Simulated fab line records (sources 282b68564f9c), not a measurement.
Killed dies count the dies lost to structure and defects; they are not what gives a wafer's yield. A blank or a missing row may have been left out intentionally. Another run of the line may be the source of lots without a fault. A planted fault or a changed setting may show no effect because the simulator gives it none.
fab line records || flow ritCmos
record {"lots": 14, "wafers": 42, "lastDay": 7}
route steps=202 shown SILICIDE@162 M1@202
lots that met no fault: taken from a fault-free run of the same line
startH: the number of hours between the record's first day and the start of the first shown wafer of the lot || waitH: time in hours since the lot's previous step || " unchanged from the row above || L1.1+2: a single row standing in for several wafers || - no value, or no start was given || * or withheld: withheld || < > ~ a bound
route shown NAME@n: names a module that has steps shown in the file, with the first one's number in the route || usual: mean/standard deviation of fault-free wafers || same: alike in all rows || chamber/n: place in a boat || sites: readings site by site || _std_site: how widely they spread, as a standard deviation || _edge_site: the outer-site mean with the inner-site mean subtracted || radiusMm: how far each site lies from the wafer's centre || mask NAME#n: copy n || behind: the tool/chamber that last shaped the wafer || hold: why the lot went on hold/how many hours it stayed there/how the hold came to an end || device: the transistor (n, p or np) that didn't switch || end of line: tests run on the same wafers once the route is complete || where a step has no rows: the recipe by itself || killed: dies that structure and defects cost at the first sort, which is not the same as the wafer's yield || map: a wafer's dies, x killed, . not, _ none there
set.NAME: the setting as run; set.NAME@STEP: as run at that earlier step || model.NAME: the simulator's own value behind a step, which no gauge read
a sample of lots followed through the steps of the route, with each step as a table and each wafer as a row
## steps
# step RIT_SILICIDE_SPUTTER_01
# recipe {"material": "Ti", "targetThkNm": 30, "powerW": 350, "chamberPressurePa": 0.6451, "gas": "Ar", "timeS": 240, "substrateTempC": 25}
# usual {"throttleValvePct": "29.8/1.5"}
{"lot.wafer": "L687.1", "tool": "pvdSputter-02", "chamber": "-", "startH": 56.60, "waitH": 0.0, "throttleValvePct": 31.7}
{"lot.wafer": "L687.2", "tool": "pvdSputter-02", "chamber": "-", "startH": 56.60, "waitH": 0.0, "throttleValvePct": 30.8}
{"lot.wafer": "L687.5", "tool": "pvdSputter-02", "chamber": "-", "startH": 56.60, "waitH": 0.0, "throttleValvePct": 27.3}
{"lot.wafer": "L689.1", "tool": "pvdSputter-02", "chamber": "-", "startH": 64.90, "waitH": 0.0, "throttleValvePct": 30.9}
{"lot.wafer": "L689.2", "tool": "pvdSputter-02", "chamber": "-", "startH": 64.90, "waitH": 0.0, "throttleValvePct": 31.0}
{"lot.wafer": "L689.6", "tool": "pvdSputter-02", "chamber": "-", "startH": 64.90, "waitH": 0.0, "throttleValvePct": 30.9}
{"lot.wafer": "L690.2", "tool": "pvdSputter-01", "chamber": "-", "startH": 71.55, "waitH": 0.0, "throttleValvePct": 27.8}
{"lot.wafer": "L690.4", "tool": "pvdSputter-01", "chamber": "-", "startH": 71.55, "waitH": 0.0, "throttleValvePct": 29.4}
{"lot.wafer": "L690.5", "tool": "pvdSputter-01", "chamber": "-", "startH": 71.55, "waitH": 0.0, "throttleValvePct": 30.1}
{"lot.wafer": "L692.1", "tool": "pvdSputter-01", "chamber": "-", "startH": 80.06, "waitH": 0.0, "throttleValvePct": 29.9}
{"lot.wafer": "L692.2", "tool": "pvdSputter-01", "chamber": "-", "startH": 80.06, "waitH": 0.0, "throttleValvePct": 29.6}
{"lot.wafer": "L692.3", "tool": "pvdSputter-01", "chamber": "-", "startH": 80.06, "waitH": 0.0, "throttleValvePct": 27.9}
{"lot.wafer": "L693.1", "tool": "pvdSputter-02", "chamber": "-", "startH": 85.13, "waitH": 0.0, "throttleValvePct": 30.8}
{"lot.wafer": "L693.3", "tool": "pvdSputter-02", "chamber": "-", "startH": 85.13, "waitH": 0.0, "throttleValvePct": 30.6}
{"lot.wafer": "L693.5", "tool": "pvdSputter-02", "chamber": "-", "startH": 85.13, "waitH": 0.0, "throttleValvePct": 31.7}
{"lot.wafer": "L694.1", "tool": "pvdSputter-01", "chamber": "-", "startH": 89.73, "waitH": 0.0, "throttleValvePct": 29.4}
{"lot.wafer": "L694.2", "tool": "pvdSputter-01", "chamber": "-", "startH": 89.73, "waitH": 0.0, "throttleValvePct": 28.3}
{"lot.wafer": "L694.3", "tool": "pvdSputter-01", "chamber": "-", "startH": 89.73, "waitH": 0.0, "throttleValvePct": 29.7}
{"lot.wafer": "L695.2", "tool": "pvdSputter-02", "chamber": "-", "startH": 95.82, "waitH": 0.0, "throttleValvePct": 30.9}
{"lot.wafer": "L695.3", "tool": "pvdSputter-02", "chamber": "-", "startH": 95.82, "waitH": 0.0, "throttleValvePct": 30.4}
{"lot.wafer": "L695.6", "tool": "pvdSputter-02", "chamber": "-", "startH": 95.82, "waitH": 0.0, "throttleValvePct": 27.1}
{"lot.wafer": "L696.1", "tool": "pvdSputter-01", "chamber": "-", "startH": 100.47, "waitH": 0.0, "throttleValvePct": 30.8}
{"lot.wafer": "L696.3", "tool": "pvdSputter-01", "chamber": "-", "startH": 100.47, "waitH": 0.0, "throttleValvePct": 29.9}
{"lot.wafer": "L696.5", "tool": "pvdSputter-01", "chamber": "-", "startH": 100.47, "waitH": 0.0, "throttleValvePct": 28.0}
{"lot.wafer": "L697.2", "tool": "pvdSputter-02", "chamber": "-", "startH": 104.67, "waitH": 0.0, "throttleValvePct": 31.1}
{"lot.wafer": "L697.3", "tool": "pvdSputter-02", "chamber": "-", "startH": 104.67, "waitH": 0.0, "throttleValvePct": 27.0}
{"lot.wafer": "L697.5", "tool": "pvdSputter-02", "chamber": "-", "startH": 104.67, "waitH": 0.0, "throttleValvePct": 27.2}
{"lot.wafer": "L699.2", "tool": "pvdSputter-02", "chamber": "-", "startH": 114.13, "waitH": 0.0, "throttleValvePct": 27.5}
{"lot.wafer": "L699.4", "tool": "pvdSputter-02", "chamber": "-", "startH": 114.13, "waitH": 0.0, "throttleValvePct": 31.8}
{"lot.wafer": "L699.5", "tool": "pvdSputter-02", "chamber": "-", "startH": 114.13, "waitH": 0.0, "throttleValvePct": 30.7}
{"lot.wafer": "L700.1", "tool": "pvdSputter-01", "chamber": "-", "startH": 120.75, "waitH": 0.0, "throttleValvePct": 29.9}
{"lot.wafer": "L700.2", "tool": "pvdSputter-01", "chamber": "-", "startH": 120.75, "waitH": 0.0, "throttleValvePct": 29.7}
{"lot.wafer": "L700.3", "tool": "pvdSputter-01", "chamber": "-", "startH": 120.75, "waitH": 0.0, "throttleValvePct": 27.8}
{"lot.wafer": "L701.1", "tool": "pvdSputter-02", "chamber": "-", "startH": 125.98, "waitH": 0.0, "throttleValvePct": 30.8}
{"lot.wafer": "L701.2", "tool": "pvdSputter-02", "chamber": "-", "startH": 125.98, "waitH": 0.0, "throttleValvePct": 27.2}
{"lot.wafer": "L701.3", "tool": "pvdSputter-02", "chamber": "-", "startH": 125.98, "waitH": 0.0, "throttleValvePct": 32.1}
{"lot.wafer": "L704.1", "tool": "pvdSputter-01", "chamber": "-", "startH": 145.60, "waitH": 0.0, "throttleValvePct": 29.2}
{"lot.wafer": "L704.4", "tool": "pvdSputter-01", "chamber": "-", "startH": 145.60, "waitH": 0.0, "throttleValvePct": 28.0}
{"lot.wafer": "L704.6", "tool": "pvdSputter-01", "chamber": "-", "startH": 145.60, "waitH": 0.0, "throttleValvePct": 29.6}
{"lot.wafer": "L706.1", "tool": "pvdSputter-01", "chamber": "-", "startH": 154.61, "waitH": 0.0, "throttleValvePct": 31.3}
{"lot.wafer": "L706.2", "tool": "pvdSputter-01", "chamber": "-", "startH": 154.61, "waitH": 0.0, "throttleValvePct": 29.6}
{"lot.wafer": "L706.3", "tool": "pvdSputter-01", "chamber": "-", "startH": 154.61, "waitH": 0.0, "throttleValvePct": 29.3}
# step RIT_SILICIDE_RS_MEAS_02
# recipe {"thkMeasGauge": "four-point-probe", "reads": "Ti_of_SILICIDE_SPUTTER_01"}
# usual {"SILICIDE_TI_RS": "44.5/0.55"}
{"lot.wafer": "L687.1", "tool": "filmMetro-03", "chamber": "-", "startH": 56.75, "waitH": 0.1, "SILICIDE_TI_RS[ohm/sq]": 45.0}
{"lot.wafer": "L687.2", "tool": "filmMetro-03", "chamber": "-", "startH": 56.75, "waitH": 0.1, "SILICIDE_TI_RS[ohm/sq]": 45.0}
{"lot.wafer": "L687.5", "tool": "filmMetro-03", "chamber": "-", "startH": 56.75, "waitH": 0.1, "SILICIDE_TI_RS[ohm/sq]": 44.3}
{"lot.wafer": "L689.1", "tool": "filmMetro-03", "chamber": "-", "startH": 65.05, "waitH": 0.1, "SILICIDE_TI_RS[ohm/sq]": 44.8}
{"lot.wafer": "L689.2", "tool": "filmMetro-03", "chamber": "-", "startH": 65.05, "waitH": 0.1, "SILICIDE_TI_RS[ohm/sq]": 44.2}
{"lot.wafer": "L689.6", "tool": "filmMetro-03", "chamber": "-", "startH": 65.05, "waitH": 0.1, "SILICIDE_TI_RS[ohm/sq]": 45.4}
{"lot.wafer": "L690.2", "tool": "filmMetro-03", "chamber": "-", "startH": 71.72, "waitH": 0.1, "SILICIDE_TI_RS[ohm/sq]": 44.0}
{"lot.wafer": "L690.4", "tool": "filmMetro-03", "chamber": "-", "startH": 71.72, "waitH": 0.1, "SILICIDE_TI_RS[ohm/sq]": 44.5}
{"lot.wafer": "L690.5", "tool": "filmMetro-03", "chamber": "-", "startH": 71.72, "waitH": 0.1, "SILICIDE_TI_RS[ohm/sq]": 43.4}
{"lot.wafer": "L692.1", "tool": "filmMetro-03", "chamber": "-", "startH": 80.21, "waitH": 0.1, "SILICIDE_TI_RS[ohm/sq]": 43.5}
{"lot.wafer": "L692.2", "tool": "filmMetro-03", "chamber": "-", "startH": 80.21, "waitH": 0.1, "SILICIDE_TI_RS[ohm/sq]": 44.6}
{"lot.wafer": "L692.3", "tool": "filmMetro-03", "chamber": "-", "startH": 80.21, "waitH": 0.1, "SILICIDE_TI_RS[ohm/sq]": 44.0}
{"lot.wafer": "L693.1", "tool": "filmMetro-03", "chamber": "-", "startH": 85.28, "waitH": 0.1, "SILICIDE_TI_RS[ohm/sq]": 45.1}
{"lot.wafer": "L693.3", "tool": "filmMetro-03", "chamber": "-", "startH": 85.28, "waitH": 0.1, "SILICIDE_TI_RS[ohm/sq]": 44.1}
{"lot.wafer": "L693.5", "tool": "filmMetro-03", "chamber": "-", "startH": 85.28, "waitH": 0.1, "SILICIDE_TI_RS[ohm/sq]": 44.8}
{"lot.wafer": "L694.1", "tool": "filmMetro-02", "chamber": "-", "startH": 89.88, "waitH": 0.1, "SILICIDE_TI_RS[ohm/sq]": 45.2}
{"lot.wafer": "L694.2", "tool": "filmMetro-02", "chamber": "-", "startH": 89.88, "waitH": 0.1, "SILICIDE_TI_RS[ohm/sq]": 45.2}
{"lot.wafer": "L694.3", "tool": "filmMetro-02", "chamber": "-", "startH": 89.88, "waitH": 0.1, "SILICIDE_TI_RS[ohm/sq]": 44.6}
{"lot.wafer": "L695.2", "tool": "filmMetro-03", "chamber": "-", "startH": 95.99, "waitH": 0.1, "SILICIDE_TI_RS[ohm/sq]": 45.3}
{"lot.wafer": "L695.3", "tool": "filmMetro-03", "chamber": "-", "startH": 95.99, "waitH": 0.1, "SILICIDE_TI_RS[ohm/sq]": 44.5}
{"lot.wafer": "L695.6", "tool": "filmMetro-03", "chamber": "-", "startH": 95.99, "waitH": 0.1, "SILICIDE_TI_RS[ohm/sq]": 44.2}
{"lot.wafer": "L696.1", "tool": "filmMetro-02", "chamber": "-", "startH": 100.62, "waitH": 0.1, "SILICIDE_TI_RS[ohm/sq]": 44.7}
{"lot.wafer": "L696.3", "tool": "filmMetro-02", "chamber": "-", "startH": 100.62, "waitH": 0.1, "SILICIDE_TI_RS[ohm/sq]": 44.5}
{"lot.wafer": "L696.5", "tool": "filmMetro-02", "chamber": "-", "startH": 100.62, "waitH": 0.1, "SILICIDE_TI_RS[ohm/sq]": 44.6}
{"lot.wafer": "L697.2", "tool": "filmMetro-03", "chamber": "-", "startH": 104.84, "waitH": 0.1, "SILICIDE_TI_RS[ohm/sq]": 44.9}
{"lot.wafer": "L697.3", "tool": "filmMetro-03", "chamber": "-", "startH": 104.84, "waitH": 0.1, "SILICIDE_TI_RS[ohm/sq]": 43.7}
{"lot.wafer": "L697.5", "tool": "filmMetro-03", "chamber": "-", "startH": 104.84, "waitH": 0.1, "SILICIDE_TI_RS[ohm/sq]": 44.2}
{"lot.wafer": "L699.2", "tool": "filmMetro-01", "chamber": "-", "startH": 114.30, "waitH": 0.1, "SILICIDE_TI_RS[ohm/sq]": 43.3}
{"lot.wafer": "L699.4", "tool": "filmMetro-01", "chamber": "-", "startH": 114.30, "waitH": 0.1, "SILICIDE_TI_RS[ohm/sq]": 44.1}
{"lot.wafer": "L699.5", "tool": "filmMetro-01", "chamber": "-", "startH": 114.30, "waitH": 0.1, "SILICIDE_TI_RS[ohm/sq]": 43.9}
{"lot.wafer": "L700.1", "tool": "filmMetro-03", "chamber": "-", "startH": 120.90, "waitH": 0.1, "SILICIDE_TI_RS[ohm/sq]": 44.8}
{"lot.wafer": "L700.2", "tool": "filmMetro-03", "chamber": "-", "startH": 120.90, "waitH": 0.1, "SILICIDE_TI_RS[ohm/sq]": 45.6}
{"lot.wafer": "L700.3", "tool": "filmMetro-03", "chamber": "-", "startH": 120.90, "waitH": 0.1, "SILICIDE_TI_RS[ohm/sq]": 45.5}
{"lot.wafer": "L701.1", "tool": "filmMetro-01", "chamber": "-", "startH": 126.13, "waitH": 0.1, "SILICIDE_TI_RS[ohm/sq]": 44.0}
{"lot.wafer": "L701.2", "tool": "filmMetro-01", "chamber": "-", "startH": 126.13, "waitH": 0.1, "SILICIDE_TI_RS[ohm/sq]": 44.3}
{"lot.wafer": "L701.3", "tool": "filmMetro-01", "chamber": "-", "startH": 126.13, "waitH": 0.1, "SILICIDE_TI_RS[ohm/sq]": 44.3}
{"lot.wafer": "L704.1", "tool": "filmMetro-02", "chamber": "-", "startH": 145.75, "waitH": 0.1, "SILICIDE_TI_RS[ohm/sq]": 73.1}
{"lot.wafer": "L704.4", "tool": "filmMetro-02", "chamber": "-", "startH": 145.75, "waitH": 0.1, "SILICIDE_TI_RS[ohm/sq]": 71.8}
{"lot.wafer": "L704.6", "tool": "filmMetro-02", "chamber": "-", "startH": 145.75, "waitH": 0.1, "SILICIDE_TI_RS[ohm/sq]": 72.2}
{"lot.wafer": "L706.1", "tool": "filmMetro-03", "chamber": "-", "startH": 154.76, "waitH": 0.1, "SILICIDE_TI_RS[ohm/sq]": 70.1}
{"lot.wafer": "L706.2", "tool": "filmMetro-03", "chamber": "-", "startH": 154.76, "waitH": 0.1, "SILICIDE_TI_RS[ohm/sq]": 69.3}
{"lot.wafer": "L706.3", "tool": "filmMetro-03", "chamber": "-", "startH": 154.76, "waitH": 0.1, "SILICIDE_TI_RS[ohm/sq]": 71.3}
# step RIT_SILICIDE_THK_MEAS_03
# recipe {"thkMeasGauge": "xrf", "reads": "Ti_of_SILICIDE_SPUTTER_01"}
# usual {"SILICIDE_TI_THK": "30.4/0.33"}
{"lot.wafer": "L687.1", "tool": "filmMetro-03", "chamber": "-", "startH": 56.87, "waitH": 0.1, "SILICIDE_TI_THK[nm]": 30.1}
{"lot.wafer": "L687.2", "tool": "filmMetro-03", "chamber": "-", "startH": 56.87, "waitH": 0.1, "SILICIDE_TI_THK[nm]": 30.2}
{"lot.wafer": "L687.5", "tool": "filmMetro-03", "chamber": "-", "startH": 56.87, "waitH": 0.1, "SILICIDE_TI_THK[nm]": 30.6}
{"lot.wafer": "L689.1", "tool": "filmMetro-03", "chamber": "-", "startH": 65.17, "waitH": 0.1, "SILICIDE_TI_THK[nm]": 30.3}
{"lot.wafer": "L689.2", "tool": "filmMetro-03", "chamber": "-", "startH": 65.17, "waitH": 0.1, "SILICIDE_TI_THK[nm]": 30.6}
{"lot.wafer": "L689.6", "tool": "filmMetro-03", "chamber": "-", "startH": 65.17, "waitH": 0.1, "SILICIDE_TI_THK[nm]": 29.7}
{"lot.wafer": "L690.2", "tool": "filmMetro-03", "chamber": "-", "startH": 71.83, "waitH": 0.1, "SILICIDE_TI_THK[nm]": 30.8}
{"lot.wafer": "L690.4", "tool": "filmMetro-03", "chamber": "-", "startH": 71.83, "waitH": 0.1, "SILICIDE_TI_THK[nm]": 30.5}
{"lot.wafer": "L690.5", "tool": "filmMetro-03", "chamber": "-", "startH": 71.83, "waitH": 0.1, "SILICIDE_TI_THK[nm]": 31.0}
{"lot.wafer": "L692.1", "tool": "filmMetro-03", "chamber": "-", "startH": 80.33, "waitH": 0.1, "SILICIDE_TI_THK[nm]": 31.0}
{"lot.wafer": "L692.2", "tool": "filmMetro-03", "chamber": "-", "startH": 80.33, "waitH": 0.1, "SILICIDE_TI_THK[nm]": 30.6}
{"lot.wafer": "L692.3", "tool": "filmMetro-03", "chamber": "-", "startH": 80.33, "waitH": 0.1, "SILICIDE_TI_THK[nm]": 30.8}
{"lot.wafer": "L693.1", "tool": "filmMetro-03", "chamber": "-", "startH": 85.40, "waitH": 0.1, "SILICIDE_TI_THK[nm]": 30.3}
{"lot.wafer": "L693.3", "tool": "filmMetro-03", "chamber": "-", "startH": 85.40, "waitH": 0.1, "SILICIDE_TI_THK[nm]": 30.6}
{"lot.wafer": "L693.5", "tool": "filmMetro-03", "chamber": "-", "startH": 85.40, "waitH": 0.1, "SILICIDE_TI_THK[nm]": 30.4}
{"lot.wafer": "L694.1", "tool": "filmMetro-02", "chamber": "-", "startH": 90.00, "waitH": 0.1, "SILICIDE_TI_THK[nm]": 29.8}
{"lot.wafer": "L694.2", "tool": "filmMetro-02", "chamber": "-", "startH": 90.00, "waitH": 0.1, "SILICIDE_TI_THK[nm]": 29.9}
{"lot.wafer": "L694.3", "tool": "filmMetro-02", "chamber": "-", "startH": 90.00, "waitH": 0.1, "SILICIDE_TI_THK[nm]": 30.1}
{"lot.wafer": "L695.2", "tool": "filmMetro-03", "chamber": "-", "startH": 96.10, "waitH": 0.1, "SILICIDE_TI_THK[nm]": 30.0}
{"lot.wafer": "L695.3", "tool": "filmMetro-03", "chamber": "-", "startH": 96.10, "waitH": 0.1, "SILICIDE_TI_THK[nm]": 30.3}
{"lot.wafer": "L695.6", "tool": "filmMetro-03", "chamber": "-", "startH": 96.10, "waitH": 0.1, "SILICIDE_TI_THK[nm]": 30.4}
{"lot.wafer": "L696.1", "tool": "filmMetro-02", "chamber": "-", "startH": 100.74, "waitH": 0.1, "SILICIDE_TI_THK[nm]": 30.2}
{"lot.wafer": "L696.3", "tool": "filmMetro-02", "chamber": "-", "startH": 100.74, "waitH": 0.1, "SILICIDE_TI_THK[nm]": 30.2}
{"lot.wafer": "L696.5", "tool": "filmMetro-02", "chamber": "-", "startH": 100.74, "waitH": 0.1, "SILICIDE_TI_THK[nm]": 30.2}
{"lot.wafer": "L697.2", "tool": "filmMetro-03", "chamber": "-", "startH": 104.95, "waitH": 0.1, "SILICIDE_TI_THK[nm]": 30.1}
{"lot.wafer": "L697.3", "tool": "filmMetro-03", "chamber": "-", "startH": 104.95, "waitH": 0.1, "SILICIDE_TI_THK[nm]": 30.8}
{"lot.wafer": "L697.5", "tool": "filmMetro-03", "chamber": "-", "startH": 104.95, "waitH": 0.1, "SILICIDE_TI_THK[nm]": 30.6}
{"lot.wafer": "L699.2", "tool": "filmMetro-01", "chamber": "-", "startH": 114.41, "waitH": 0.1, "SILICIDE_TI_THK[nm]": 30.9}
{"lot.wafer": "L699.4", "tool": "filmMetro-01", "chamber": "-", "startH": 114.41, "waitH": 0.1, "SILICIDE_TI_THK[nm]": 30.4}
{"lot.wafer": "L699.5", "tool": "filmMetro-01", "chamber": "-", "startH": 114.41, "waitH": 0.1, "SILICIDE_TI_THK[nm]": 30.6}
{"lot.wafer": "L700.1", "tool": "filmMetro-03", "chamber": "-", "startH": 121.02, "waitH": 0.1, "SILICIDE_TI_THK[nm]": 30.2}
{"lot.wafer": "L700.2", "tool": "filmMetro-03", "chamber": "-", "startH": 121.02, "waitH": 0.1, "SILICIDE_TI_THK[nm]": 29.8}
{"lot.wafer": "L700.3", "tool": "filmMetro-03", "chamber": "-", "startH": 121.02, "waitH": 0.1, "SILICIDE_TI_THK[nm]": 29.8}
{"lot.wafer": "L701.1", "tool": "filmMetro-01", "chamber": "-", "startH": 126.25, "waitH": 0.1, "SILICIDE_TI_THK[nm]": 30.5}
{"lot.wafer": "L701.2", "tool": "filmMetro-01", "chamber": "-", "startH": 126.25, "waitH": 0.1, "SILICIDE_TI_THK[nm]": 30.4}
{"lot.wafer": "L701.3", "tool": "filmMetro-01", "chamber": "-", "startH": 126.25, "waitH": 0.1, "SILICIDE_TI_THK[nm]": 30.3}
{"lot.wafer": "L704.1", "tool": "filmMetro-02", "chamber": "-", "startH": 145.87, "waitH": 0.1, "SILICIDE_TI_THK[nm]": 20.5}
{"lot.wafer": "L704.4", "tool": "filmMetro-02", "chamber": "-", "startH": 145.87, "waitH": 0.1, "SILICIDE_TI_THK[nm]": 20.7}
{"lot.wafer": "L704.6", "tool": "filmMetro-02", "chamber": "-", "startH": 145.87, "waitH": 0.1, "SILICIDE_TI_THK[nm]": 20.7}
{"lot.wafer": "L706.1", "tool": "filmMetro-03", "chamber": "-", "startH": 154.88, "waitH": 0.1, "SILICIDE_TI_THK[nm]": 21.2}
{"lot.wafer": "L706.2", "tool": "filmMetro-03", "chamber": "-", "startH": 154.88, "waitH": 0.1, "SILICIDE_TI_THK[nm]": 21.3}
{"lot.wafer": "L706.3", "tool": "filmMetro-03", "chamber": "-", "startH": 154.88, "waitH": 0.1, "SILICIDE_TI_THK[nm]": 20.9}
# step RIT_M1_PROBE_99
# usual {"killedAtContacts": "0.1/0.24", "killedAtFrontEnd": "6.7/2.9", "killedDies": "6.8/2.9", "killedOpen": "3.5/1.8", "killedShort": "3.3/2.1"}
# same {"grossDies": 264, "killed_at_M0_to_M3": 0, "killed_at_M4_up": 0, "killedAtBackSide": 0, "killedAtOther": 0}
{"lot.wafer": "L697.2", "tool": "prober-01", "chamber": "-", "startH": 112.15, "waitH": 0.1, "killedAtContacts": 0, "killedAtFrontEnd": 5, "killedDies": 5, "killedOpen": 4, "killedShort": 1}
{"lot.wafer": "L697.3", "tool": "prober-01", "chamber": "-", "startH": 112.20, "waitH": 0.2, "killedAtContacts": 0, "killedAtFrontEnd": 9, "killedDies": 9, "killedOpen": 4, "killedShort": 5}
{"lot.wafer": "L697.5", "tool": "prober-01", "chamber": "-", "startH": 112.30, "waitH": 0.2, "killedAtContacts": 0, "killedAtFrontEnd": 12, "killedDies": 12, "killedOpen": 8, "killedShort": 4}
{"lot.wafer": "L701.1", "tool": "prober-01", "chamber": "-", "startH": 132.90, "waitH": 0.1, "killedAtContacts": 0, "killedAtFrontEnd": 8, "killedDies": 8, "killedOpen": 5, "killedShort": 3}
{"lot.wafer": "L701.2", "tool": "prober-01", "chamber": "-", "startH": 132.95, "waitH": 0.1, "killedAtContacts": 0, "killedAtFrontEnd": 13, "killedDies": 13, "killedOpen": 8, "killedShort": 5}
{"lot.wafer": "L701.3", "tool": "prober-01", "chamber": "-", "startH": 133.00, "waitH": 0.2, "killedAtContacts": 0, "killedAtFrontEnd": 13, "killedDies": 13, "killedOpen": 6, "killedShort": 7}
{"lot.wafer": "L704.1", "tool": "prober-01", "chamber": "-", "startH": 153.77, "waitH": 0.1, "killedAtContacts": 0, "killedAtFrontEnd": 7, "killedDies": 7, "killedOpen": 4, "killedShort": 3}
{"lot.wafer": "L704.4", "tool": "prober-01", "chamber": "-", "startH": 153.92, "waitH": 0.2, "killedAtContacts": 1, "killedAtFrontEnd": 3, "killedDies": 4, "killedOpen": 3, "killedShort": 1}
{"lot.wafer": "L704.6", "tool": "prober-01", "chamber": "-", "startH": 154.02, "waitH": 0.2, "killedAtContacts": 0, "killedAtFrontEnd": 6, "killedDies": 6, "killedOpen": 5, "killedShort": 1}
{"lot.wafer": "L706.1", "tool": "prober-01", "chamber": "-", "startH": 161.42, "waitH": 0.1, "killedAtContacts": 0, "killedAtFrontEnd": 8, "killedDies": 8, "killedOpen": 3, "killedShort": 5}
{"lot.wafer": "L706.2", "tool": "prober-01", "chamber": "-", "startH": 161.47, "waitH": 0.1, "killedAtContacts": 0, "killedAtFrontEnd": 4, "killedDies": 4, "killedOpen": 2, "killedShort": 2}
{"lot.wafer": "L706.3", "tool": "prober-01", "chamber": "-", "startH": 161.52, "waitH": 0.2, "killedAtContacts": 0, "killedAtFrontEnd": 5, "killedDies": 5, "killedOpen": 4, "killedShort": 1}
# killed by level:class
L697.2 GATE:geometricParticle:open=2 REOX:geometricParticle:open=2 REOX:geometricParticle:short=1
L697.3 GATE:geometricParticle:open=3 GATE:geometricParticle:short=2 REOX:geometricParticle:short=1 SPACER:geometricParticle:open=1 SPACER:geometricParticle:short=1 SILICIDE:geometricParticle:short=1
L697.5 GATE:geometricParticle:open=4 GATE:geometricParticle:short=2 REOX:geometricParticle:open=2 SPACER:geometricParticle:open=2 REOX:geometricParticle:short=1 SILICIDE:geometricParticle:short=1
L701.1 REOX:geometricParticle:open=2 SILICIDE:geometricParticle:short=2 FOX1:geometricParticle:open=1 SPACER:geometricParticle:open=1 SPACER:geometricParticle:short=1 SILICIDE:geometricParticle:open=1
L701.2 GATE:geometricParticle:open=5 FOX1:geometricParticle:short=1 FOX2:geometricParticle:open=1 GATE:geometricParticle:short=1 REOX:geometricParticle:short=1 REOX:geometricParticle:open=1 SPACER:geometricParticle:short=1 SILICIDE:geometricParticle:open=1
L701.3 SPACER:geometricParticle:short=5 REOX:geometricParticle:open=2 SILICIDE:geometricParticle:open=2 FOX2:geometricParticle:open=1 GATE:geometricParticle:short=1 SPACER:geometricParticle:open=1 SILICIDE:geometricParticle:short=1
L704.1 SPACER:geometricParticle:open=2 FOX1:geometricParticle:open=1 GATE:geometricParticle:short=1 GATE:geometricParticle:open=1 SPACER:geometricParticle:short=1 SILICIDE:geometricParticle:short=1
L704.4 FOX1:geometricParticle:short=1 GATE:geometricParticle:open=1 SPACER:geometricParticle:open=1 CONTACT:geometricParticle:open=1
L704.6 REOX:geometricParticle:open=2 SPACER:geometricParticle:open=2 FOX2:geometricParticle:open=1 SPACER:geometricParticle:short=1
L706.1 FOX1:geometricParticle:short=2 GATE:geometricParticle:open=2 FOX1:geometricParticle:open=1 GATE:geometricParticle:short=1 REOX:geometricParticle:short=1 SPACER:geometricParticle:short=1
L706.2 GATE:geometricParticle:short=1 GATE:geometricParticle:open=1 SILICIDE:geometricParticle:short=1 SILICIDE:geometricParticle:open=1
L706.3 FOX1:geometricParticle:open=2 FOX1:geometricParticle:short=1 GATE:geometricParticle:open=1 SILICIDE:geometricParticle:open=1
## key
firstSign {"step": "RIT_SILICIDE_RS_MEAS_02", "reading": "SILICIDE_TI_RS", "direction": "up", "sigmas": 49, "usual": 44.5, "struck": 71.3}
effect {"step": "RIT_SILICIDE_THK_MEAS_03", "reading": "SILICIDE_TI_THK", "direction": "down", "sigmas": 29, "usual": 30.4, "struck": 20.9}
metAt RIT_SILICIDE_SPUTTER_01
struckLots L704,L706
testerLeftOut L704,L706
onsetBetween 120.75 145.60
alsoFits time
fault {"kind": "processParameterDrift", "tool": "pvdSputter-01", "chamber": "-", "onsetH": 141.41, "steps": "RIT_SILICIDE_SPUTTER_01", "channel": "targetThkNm", "offset": -9.2476, "shape": "step", "endH": 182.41, "actsIn": "theseRecipesOnly", "stated": 30}
# testerLeftOut: of these lots the tester's yield and bins aren't shown, on N5 and GAA mostly nor the transistor test; their killed dies are dies lost to structure and defects alone, not to doping, threshold or leakage, so they don't give the yield
